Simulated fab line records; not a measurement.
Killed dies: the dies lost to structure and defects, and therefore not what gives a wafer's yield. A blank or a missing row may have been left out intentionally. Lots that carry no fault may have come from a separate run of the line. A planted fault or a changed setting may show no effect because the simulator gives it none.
Struck lot and sound lot, side by side | flow rit cmos | 19 steps out of a route of 202
Sound: these wafers, L559.3, L559.4, L559.6. Struck: wafers L568.3, L568.4, L568.6. The cause is named last.
Per side, at each step with rows, come the tool, then ch with its chambers, and then its first start. Under that, the readings that differ: sound wafers | struck wafers | difference of the means | sigmas: that difference in standard deviations of wafers without a fault.
alike: readings whose means differ by less than 2 such deviations, and words and numbers that are the same on both sides. not compared: withheld readings, readings that some wafer has no value for, bounds like >300 that may hide the same value, and numbers for which the record gives no deviation and whose values overlap.
A row with sigmas, a row that says differs or no value, or rows on one side alone: a step with any of these is where the two part. Non-overlapping numbers with no deviation appear without sigmas and do not part them. A reading missing from all wafers of one side parts the sides only when that side holds two or more wafers.

first, 1 step without rows for these wafers: RIT_GATE_CLEAN_04 (cleans in dHF, time 60 s).
RIT_FOX2_THK_MEAS_91:
  sound on film metro-03, day 2 17:56; struck on film metro-04, day 4 15:19
  alike: FIELD_OXIDE_LEFT_2_THK
then, 2 steps without rows for these wafers: RIT_GATE_OXIDATION_05 (target thk 3 nm, ox time 270 s); RIT_GATE_ANNEAL_06 (time 600 s).
RIT_GATE_THK_MEAS_07:
  sound on film metro-01, day 2 21:23; struck on film metro-04, day 4 17:04
  alike: GATE_OXIDE_THK
then, 1 step without rows for these wafers: RIT_GATE_CVD_08 (deposits poly-Si from SiH4, target thk 250 nm, time 2220 s).
RIT_GATE_THK_MEAS_09:
  sound on film metro-03, day 2 23:04; struck on film metro-01, day 4 18:45
  alike: GATE_POLY_THK
then, 5 steps without rows for these wafers: RIT_GATE_HMDS_10 (prime time 60 s); RIT_GATE_COAT_11 (resist thk 850 nm); RIT_GATE_SOFTBAKE_12 (time 60 s); RIT_GATE_EXPOSE_13 (exposes mask M6, target cd 150 nm); RIT_GATE_PEB_14.
RIT_GATE_DEVELOP_15: develop time 50 s.
  sound on litho track-01 ch 0, day 3 00:00; struck on litho track-04 ch 0, day 4 19:00
RIT_GATE_CD_MEAS_16: the cd target is 150 nm.
  sound on cd sem-02, day 3 00:15; struck on cd sem-01, day 4 19:41
  reading    | sound             | struck            | difference | sigmas
  cd nm (nm) | 149.3 146.4 146.4 | 139.5 140.9 137.9 | -7.9       | -3
RIT_GATE_OVL_MEAS_17:
  sound on overlay-01, day 3 00:20; struck on overlay-02, day 4 19:46
  alike: GATE_OVL
then, 1 step without rows for these wafers: RIT_GATE_HARDBAKE_18 (time 60 s).
RIT_GATE_ETCH_19: etches poly-Si in SF6/CHF3/O2, stops on SiO2, time 165 s, target depth 312.5 nm.
  sound on rie si-01 ch 0,3, day 3 00:31; struck on rie si-02 ch 0,3, day 4 20:10
  reading                     | sound             | struck            | difference | sigmas
  drypump motor current A (A) | 6.3 6.4 6.3       | 5.1 5.1 5.4       | -1.1       | -3
  model.GATE.cd nm (nm)       | 149.3 146.7 146.6 | 139.6 140.8 137.8 | -8.1       |
  alike: oes product au, throttle valve pct
  not compared: rf hours counter h
RIT_GATE_STRIP_20: strips in O2, time 180 s.
  sound on plasma asher-04 ch 0,1, day 3 00:41; struck on plasma asher-03 ch 0,1, day 4 20:19
  alike: drypump motor current A, o2 flow sccm
  not compared: rf hours counter h
RIT_M1_PROBE_99:
  sound on prober-02, day 3 21:28; struck on prober-01, day 5 19:13
  reading                             | sound             | struck            | difference | sigmas
  killed_at_M0_to_M3                  | 1 0 0             | 0 0 0             | +0         | -3
  model.etest.pmos_0p3.r on ohm um    | 6420 6317 6346    | 5783 5860 5900    | -513       |
  model.etest.pmos_0p15.r on ohm um   | 2794 2690 2760    | 2444 2445 2448    | -302       |
  model.etest.pmos turned.r on ohm um | 3466 3340 3439    | 3056 3050 3113    | -342       |
  model.etest.nmos_0p3.r on ohm um    | 2167 2123 2152    | 2053 2053 2052    | -95        |
  model.etest.nmos_0p15.r on ohm um   | 1101 1089 1126    | 1050 1055 1046    | -55        |
  model.etest.nmos_0p15.drive ua um   | 476.6 493.3 486.8 | 528.8 521.6 529.5 | +41.1      |
  model.etest.pmos_0p15.drive ua um   | 248.9 264.7 259.8 | 301 298.2 297     | +41        |
  alike: killed at contacts, killed at front end, killed dies, killed open, killed short
  not compared: model.etest.nmos turned.drive ua um

## WHERE THEY PART
Last at RIT_M1_PROBE_99 as far as this record goes, first at RIT_GATE_CD_MEAS_16.

WHY: what the simulator had put in
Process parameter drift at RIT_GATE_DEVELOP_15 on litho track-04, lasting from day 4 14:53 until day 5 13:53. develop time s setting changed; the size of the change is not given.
